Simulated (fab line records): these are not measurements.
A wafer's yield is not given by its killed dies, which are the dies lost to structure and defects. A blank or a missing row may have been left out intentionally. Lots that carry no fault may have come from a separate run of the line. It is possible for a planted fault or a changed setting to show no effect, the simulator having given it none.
Code-filled problem report in 8D (eight disciplines) form / flow rit-cmos / the parts of the form that need people (team, actions taken, sign-off) are left out

1. THE PROBLEM
At RIT_M1_PROBE_99, killed-at-front-end averages 45.0 over 6 wafers from 2 lots, while fault-free wafers read 7.5, standard deviation 2.8. Measured from the usual mean, that is +13 standard deviations.
Seen first at day 7 02:04 on prober-02, wafer L746.1. The record has a number at this step for 15 wafers belonging to 5 lots. Rule for "out", or "out of limits": more than 4 standard deviations from the usual mean. The rest of the wafers with a number are treated as sound.

2. WHAT IT IS, AND WHAT IT ISN'T
question=which readings at this step; is=killed-at-front-end, killed-dies; is not=killed_at_M0_to_M3, killed-at-contacts, killed-open, killed-short
question=which lots; is=L746, L748; is not=L735, L736, L737
question=which wafers of those lots; is=all that have a number; is not=-
question=read on which tools; is=prober-02; is not=prober-01
question=when; is=from day 7 02:04; is not=up to then (9 sound wafers)

3. SUSPECTS, AND WHAT RULES EACH OUT
Counting: a tool at a process step up to the reading stays a suspect if it ran every lot that is out and no sound lot after the first of them.
- wet-bench-02 at RIT_GATE_CLEAN_01 (cleans in SC1, time 600 s): kept. It processed each lot that is out, first L746 at day 5 21:44, and no sound lot thereafter; up to then, the last sound lot it processed was L736 at day 3 22:42.
- prober-02 at RIT_M1_PROBE_99: kept. It processed each lot that is out, first L746 at day 7 02:04, and no sound lot thereafter; up to then, the last sound lot it processed was L737 at day 5 09:08. Its own killed-at-front-end, killed-dies readings are out on those wafers.
Left after counting: wet-bench-02 at RIT_GATE_CLEAN_01, prober-02 at RIT_M1_PROBE_99.

4. THE CAUSE (what the simulator had put in)
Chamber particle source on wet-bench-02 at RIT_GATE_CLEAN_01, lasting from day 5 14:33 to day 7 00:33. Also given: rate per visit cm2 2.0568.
Of the 2 suspects that counting leaves, this tool is one.

5. SEQUENCE OF EFFECTS, ordered by route
One row per reading whose mean, taken over the struck wafers that have a number, lies over 3 standard deviations from the usual. Readings are gone through only where the record gives a usual standard deviation; hours: the median, over the lots, of the time from a lot's start at the first step in this table giving one to that lot's start at this step; sigmas: the change measured in usual standard deviations.
hours=0; step=RIT_M1_PROBE_99; reading=killed-at-front-end; usual=7.5; on struck wafers=45.0; change=+37.5; sigmas=+13
hours=0; step=RIT_M1_PROBE_99; reading=killed-dies; usual=7.6; on struck wafers=45.0; change=+37.4; sigmas=+13
hours=0; step=RIT_M1_PROBE_99; reading=killed-on-rim; usual=2.1; on struck wafers=10.0; change=+7.9; sigmas=+5.6
Its process steps:
- RIT_M1_PROBE_99

6. WHAT WOULD HAVE CAUGHT IT SOONER
36 hours passed between the start of the fault at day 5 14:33 and the first reading out of limits in this record, taken at day 7 02:04.
Lots out: 2; all had begun RIT_GATE_CLEAN_01 on wet-bench-02 by day 7 02:04. Had the tool been put on hold then, not one of them would have been saved.
